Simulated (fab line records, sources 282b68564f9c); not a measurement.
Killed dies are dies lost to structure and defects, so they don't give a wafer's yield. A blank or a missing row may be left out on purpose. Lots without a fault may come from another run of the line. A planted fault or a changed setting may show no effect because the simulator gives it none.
A struck lot beside a sound one | flow rit_cmos | 44 steps out of a route of 202
Sound: wafers L280.1, L280.3, L280.6. Struck: wafers L284.3, L284.4, L284.6. The cause comes at the end.
At each step with rows: each side's tool, then ch and its chambers, then its first start. Under that, the readings that differ: sound wafers | struck wafers | difference of the means | sigmas: that difference in standard deviations of wafers without a fault.
alike: readings whose means differ by less than 2 such deviations, and words and numbers that are the same on both sides. not compared: withheld readings, readings that some wafer has no value for, bounds like >300 that may hide the same value, and numbers for which the record gives no deviation and whose values overlap.
The two part at a step that has a row with sigmas, a row that says differs or no value, or rows on one side only. Numbers that don't overlap but have no deviation are shown without sigmas and don't part them. A reading that every wafer of one side lacks parts them only if that side has two wafers or more.

first, 1 step without rows for these wafers: RIT_ACTIVE_DEVELOP_10 (develop time 48.72 s).
RIT_ACTIVE_CD_MEAS_11: target cd 1400 nm.
  sound on cd_sem-02, day 2 11:09; struck on cd_sem-02, day 3 06:36
  reading    | sound                | struck               | difference | sigmas
  cd_nm (nm) | 1396.9 1394.5 1395.1 | 1401.5 1401.7 1399.4 | +5.4       | +2
then, 1 step without rows for these wafers: RIT_ACTIVE_HARDBAKE_12 (time 60 s).
RIT_ACTIVE_ETCH_13: etches Si3N4 in SF6, stops on SiO2, time 210 s, target depth 210 nm.
  sound on rie_diel-01 ch 0,3, day 2 11:25; struck on rie_diel-01 ch 0,2, day 3 06:50
  alike: SF6_flow_sccm, drypump_motor_current_A, oes_product_au, throttle_valve_pct
  not compared: rf_hours_counter_h
RIT_ACTIVE_STRIP_14: strips in O2, time 180 s.
  sound on plasma_asher-04 ch 0,1, day 2 11:33; struck on plasma_asher-01 ch 0,1, day 3 07:02
  alike: drypump_motor_current_A
  not compared: rf_hours_counter_h
RIT_ACTIVE_CD_MEAS_90: target cd 1400 nm.
  sound on cd_sem-01, day 2 11:44; struck on cd_sem-01, day 3 07:11
  reading    | sound                | struck               | difference | sigmas
  cd_nm (nm) | 1397.1 1394.2 1395.1 | 1401.4 1401.9 1399.3 | +5.4       | +2
then, 4 steps without rows for these wafers: RIT_ACTIVE_CLEAN_15 (cleans in SC1, time 600 s); RIT_ACTIVE_CLEAN_16 (cleans in dHF, time 30 s); RIT_ACTIVE_CLEAN_17 (cleans in SC2, time 600 s); RIT_FOX1_OXIDATION_00 (target thk 350.7 nm, ox time 1130 s).
RIT_FOX1_THK_MEAS_01:
  sound on film_metro-01, day 2 13:32; struck on film_metro-01, day 3 08:59
  alike: FOX1_OXIDE_THK
then, 1 step without rows for these wafers: RIT_FOX1_WET_ETCH_02 (etches SiO2 in BOE, target depth 350 nm, time 390 s).
RIT_FOX2_OXIDATION_00: target thk 350.7 nm, ox time 1130 s.
  sound on furnace-01 ch 0, day 2 13:43; struck on furnace-02 ch 0, day 3 10:37
RIT_FOX2_THK_MEAS_01:
  sound on film_metro-03, day 2 15:02; struck on film_metro-01, day 3 11:57
  reading             | sound       | struck      | difference | sigmas
  FOX2_OXIDE_THK (nm) | 340 347 339 | 517 527 517 | +178       | +27
RIT_FOX2_CLEAN_02: cleans in dHF, time 180 s.
  sound on wet_bench-02 ch 2, day 2 15:05; struck on wet_bench-02 ch 0, day 3 11:59
  reading                                     | sound             | struck            | difference | sigmas
  model.SiO2_of_FOX2_OXIDATION_00.thk_nm (nm) | 322.8 330.5 322.4 | 500.5 509.4 499.9 | +178.0     |
  model.Si3N4_of_ACTIVE_CVD_03.thk_nm (nm)    | 131.1 130.5 131.9 | 125.5 126.6 126.6 | -4.9       |
RIT_FOX2_WET_ETCH_03: etches Si3N4 in H3PO4, target depth 195 nm, time 2624 s.
  sound on wet_bench-03 ch 3, day 2 15:09; struck on wet_bench-02 ch 3, day 3 12:03
  reading                                     | sound         | struck          | difference | sigmas
  model.SiO2_of_FOX2_OXIDATION_00.thk_nm (nm) | 312.3 320 312 | 490 498.9 489.5 | +178       |
RIT_FOX2_THK_MEAS_90:
  sound on film_metro-01, day 2 15:59; struck on film_metro-04, day 3 12:50
  reading                     | sound       | struck      | difference | sigmas
  FIELD_OXIDE_LEFT_1_THK (nm) | 312 320 312 | 490 499 490 | +178       | +27
then, 6 steps without rows for these wafers: RIT_NWELL_HMDS_00 (prime time 60 s); RIT_NWELL_COAT_01 (resist thk 1300 nm); RIT_NWELL_SOFTBAKE_02 (time 60 s); RIT_NWELL_EXPOSE_03 (exposes mask M2, target cd 43900 nm); RIT_NWELL_PEB_04; RIT_NWELL_DEVELOP_05 (develop time 68 s).
RIT_NWELL_OVL_MEAS_06:
  sound on overlay-01, day 2 16:55; struck on overlay-02, day 3 13:52
  alike: NWELL_OVL
then, 2 steps without rows for these wafers: RIT_NWELL_HARDBAKE_07 (time 120 s); RIT_NWELL_IMPLANT_08.
RIT_NWELL_STRIP_09: strips in O2, time 180 s.
  sound on plasma_asher-01 ch 0,1, day 2 17:22; struck on plasma_asher-04 ch 0,1, day 3 14:36
  alike: drypump_motor_current_A
  not compared: rf_hours_counter_h
RIT_NWELL_TW_MEAS_10:
  sound on film_metro-01, day 2 17:32; struck on film_metro-02, day 3 14:44
  reading  | sound          | struck         | difference | sigmas
  NWELL_TW | 2121 2120 2106 | 2201 2202 2200 | +85        | +3
then, 6 steps without rows for these wafers: RIT_PWELL_HMDS_00 (prime time 60 s); RIT_PWELL_COAT_01 (resist thk 1300 nm); RIT_PWELL_SOFTBAKE_02 (time 60 s); RIT_PWELL_EXPOSE_03 (exposes mask M3, target cd 43700 nm); RIT_PWELL_PEB_04; RIT_PWELL_DEVELOP_05 (develop time 65.95 s).
RIT_PWELL_OVL_MEAS_06:
  sound on overlay-02, day 2 18:36; struck on overlay-01, day 3 15:56
  alike: PWELL_OVL
then, 2 steps without rows for these wafers: RIT_PWELL_HARDBAKE_07 (time 120 s); RIT_PWELL_IMPLANT_08.
RIT_PWELL_STRIP_09: strips in O2, time 180 s.
  sound on plasma_asher-04 ch 1, day 2 19:02; struck on plasma_asher-03 ch 0,1, day 3 16:37
  alike: drypump_motor_current_A
  not compared: rf_hours_counter_h
RIT_PWELL_TW_MEAS_10:
  sound on film_metro-03, day 2 19:13; struck on film_metro-03, day 3 16:50
  alike: PWELL_TW
then, 1 step without rows for these wafers: RIT_WELLDRIVE_ANNEAL_00 (time 14700 s).
RIT_WELLDRIVE_RS_MEAS_01: measures by four-point-probe.
  sound on film_metro-01, day 3 00:26; struck on film_metro-01, day 3 22:00
  alike: NWELL_RS
RIT_WELLDRIVE_RS_MEAS_02: measures by four-point-probe.
  sound on film_metro-01, day 3 00:34; struck on film_metro-01, day 3 22:07
  alike: PWELL_RS
RIT_FOX2_THK_MEAS_91:
  sound on film_metro-01, day 3 04:32; struck on film_metro-04, day 4 02:41
  reading                     | sound       | struck      | difference | sigmas
  FIELD_OXIDE_LEFT_2_THK (nm) | 245 253 244 | 422 430 421 | +177       | +28
RIT_M1_PROBE_99:
  sound on prober-02, day 4 06:28; struck on prober-02, day 5 08:11
  alike: killed_at_M0_to_M3, killed_at_contacts, killed_at_front_end, killed_dies, killed_on_rim, killed_open, killed_short

WHERE THEY PART
First at RIT_ACTIVE_CD_MEAS_11; last, within this record, at RIT_FOX2_THK_MEAS_91. Later steps at which nothing parts them and some readings are alike: RIT_M1_PROBE_99.

WHY: what the simulator had put in
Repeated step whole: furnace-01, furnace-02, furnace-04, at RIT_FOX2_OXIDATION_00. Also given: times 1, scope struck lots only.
